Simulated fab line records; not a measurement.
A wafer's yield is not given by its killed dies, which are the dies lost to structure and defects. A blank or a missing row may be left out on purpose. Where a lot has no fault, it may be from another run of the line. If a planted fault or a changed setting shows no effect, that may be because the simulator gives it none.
2 desks looking at one fault ; flow rit_cmos ; what lay behind the numbers comes last; until then each desk has only its own

## THE TOOL OWNER'S DESK: pvd_sputter-03
The tool's own readings at RIT_M1_SPUTTER_00 (material Al, target thk 400 nm, time 500 s): means of the sampled wafers that have a number, for each lot that ran on this tool. If a lot's mean is further than 4 standard deviations from the usual mean, the lot is out of limits and carries the mark OUT (the distance appears in the brackets).
Columns: A = cathode_dc_power_W at RIT_M1_SPUTTER_00, usual 2000.0 W; B = throttle_valve_pct at RIT_M1_SPUTTER_00, usual 29.9 %
lot;first seen here;A;B
L204;day 3 22:51;2000.1;29.2
L215;day 6 09:42;2099.9 (+99 or more) OUT;30.0
Finding of this desk: L215 out of limits; the first was L215 at day 6 09:42, on cathode_dc_power_W at RIT_M1_SPUTTER_00. L204 stayed within limits.

## AT THE METROLOGY DESK
Means of the sampled wafers that have a number, per lot and without regard to the tool the lot ran on: this is what the gauges read. If a lot's mean is further than 4 standard deviations from the usual mean, the lot is out of limits and carries the mark OUT (the distance appears in the brackets).
Columns: A = M1_AL_RS at RIT_M1_RS_MEAS_01, usual 0.0738 ohm/sq; B = M1_AL_THK at RIT_M1_THK_MEAS_02, usual 391 nm
lot;first seen here;A;B
L202;day 3 06:53;0.0736;392
L204;day 3 23:10;0.0720;401
L205;day 4 05:34;0.0737;389
L215;day 6 09:59;0.0695 (-4.8) OUT;416 (+5.1) OUT
L216;day 6 13:49;0.0737;396
L217;day 6 16:54;0.0743;389
L218;day 7 00:47;0.0741;387
L220;day 7 06:17;0.0736;395
L221;day 7 09:01;0.0725;399
L222;day 7 15:28;0.0748;388
L223;day 7 20:22;0.0748;388
L225;day 8 01:41;0.0746;389
L224;day 19 14:01;0.0747;387
This desk finds L215 out of limits, with the earliest case on L215 at day 6 09:59 (M1_AL_RS at RIT_M1_RS_MEAS_01). L202, L204, L205, L216, L217, L218, L220, L221, L222, L223, L225, L224 stayed within limits.

## BROUGHT TOGETHER
On L215, at day 6 09:42, an alarm was possible from the tool owner's desk.
At day 6 09:59 the metrology desk could have sounded an alarm, on L215.
Every lot named ran RIT_M1_SPUTTER_00 on pvd_sputter-03.

## WHAT WAS PUT IN BY THE SIMULATOR
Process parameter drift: pvd_sputter-03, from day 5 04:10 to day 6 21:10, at RIT_M1_SPUTTER_00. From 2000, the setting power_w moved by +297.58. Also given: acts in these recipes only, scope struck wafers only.
Shown lots that were struck: L215.
Hours from the fault's start to each desk's first reading out of limits: the tool owner's desk, 30; the metrology desk, 30.
